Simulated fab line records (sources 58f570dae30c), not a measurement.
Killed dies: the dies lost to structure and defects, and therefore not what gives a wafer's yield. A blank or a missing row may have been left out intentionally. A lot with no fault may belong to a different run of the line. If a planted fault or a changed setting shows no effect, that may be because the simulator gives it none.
A lot that was struck, set against a sound lot	flow berkeley cmos170	18 out of 331 route steps
Sound: these wafers, L639.2, L639.3, L639.5. Wafers struck: L637.1, L637.3, L637.4. Last of all comes the cause.
Each step with rows lists, per side, the tool, then ch with its chambers, then its first start. Under that, the readings that differ: sound wafers	struck wafers	difference of the means	sigmas: that difference in standard deviations of wafers without a fault.
alike: same words and numbers on both sides, and readings whose means sit less than 2 such deviations apart. not compared: any withheld reading, any reading some wafer has no value for, any bound like >300 that may hide the same value, and any number with overlapping values for which the record gives no deviation.
A row with sigmas, a row that says differs or no value, or rows on one side alone: a step with any of these is where the two part. Non-overlapping numbers with no deviation appear without sigmas and do not part them. A reading that every wafer of one side lacks parts them only if that side has two wafers or more.

UCB170_PVT_STRIP_08: strips in O2.
  sound on plasma asher-02 ch 0,1, day 7 00:16; struck on plasma asher-04 ch 0,1, day 6 22:56
  alike: drypump motor current A, oes product au, strip time to endpoint s
  not compared: rf hours counter h
UCB170_PVT_TW_MEAS_09:
  sound: film metro-02 at day 7 00:23; struck: film metro-02 at day 6 23:02
  alike: PVT_TW
then, 1 step without rows for these wafers: UCB170_GATE_WET_ETCH_00 (etches SiO2 in dHF, time 200 s).
UCB170_FIELD_THK_MEAS_91:
  sound: film metro-01 at day 7 00:44; struck: film metro-01 at day 6 23:43
  alike: FIELD_OXIDE_LEFT_2_THK
then, 1 step without rows for these wafers: UCB170_GATE_OXIDATION_01 (target thk 6.6 nm, ox time 1800 s).
UCB170_GATE_THK_MEAS_02:
  sound: film metro-02 at day 7 07:01; struck: film metro-04 at day 7 07:00
  alike: GATE_OXIDE_THK
then, 2 steps without rows for these wafers: UCB170_GATE_ANNEAL_03 (time 1800 s); UCB170_GATE_CVD_04 (deposits poly-Si from SiH4, time 1440 s, target thk 214 nm).
UCB170_GATE_THK_MEAS_05:
  sound: film metro-04 at day 7 15:29; struck: film metro-04 at day 7 15:32
  alike: GATE_POLY_THK
then, 3 steps without rows for these wafers: UCB170_GATE_COAT_06; UCB170_GATE_COAT_07 (resist thk 900 nm); UCB170_GATE_SOFTBAKE_08 (time 60 s).
UCB170_GATE_EXPOSE_09: exposes mask POLY, target cd 350 nm.
  sound on krf scanner-02 ch 0, day 7 16:01; struck on krf scanner-02 ch 0, day 7 16:39
reading	sound	struck	difference	sigmas
model.GATE.overlay x nm (nm)	3.94 3.94 3.94	41.36 41.36 41.36	+37.42	
  alike: mask, stage vel mm s
then, 2 steps without rows for these wafers: UCB170_GATE_PEB_10; UCB170_GATE_DEVELOP_11 (develop time 45 s).
UCB170_GATE_CD_MEAS_12 targets a cd of 350 nm.
  sound: cd sem-02 at day 7 16:35; struck: cd sem-01 at day 7 17:02
  alike: cd nm
UCB170_GATE_OVL_MEAS_13:
  sound: overlay-01 at day 7 16:41; struck: overlay-01 at day 7 17:10
reading	sound	struck	difference	sigmas
GATE_OVL (nm)	-6 3 -3	29 36 33	+35	+7
UCB170_GATE_ETCH_14: etches BARC in N2/H2.
  sound on rie diel-01 ch 0,2,3, day 7 16:43; struck on rie diel-02 ch 1,3, day 7 17:11
  alike: drypump motor current A, oes product au, throttle valve pct

## WHERE THEY PART
UCB170_GATE_OVL_MEAS_13 only, going by this record. Later steps at which nothing parts them and some readings are alike: UCB170_GATE_ETCH_14.

WHY: the cause the simulator had injected
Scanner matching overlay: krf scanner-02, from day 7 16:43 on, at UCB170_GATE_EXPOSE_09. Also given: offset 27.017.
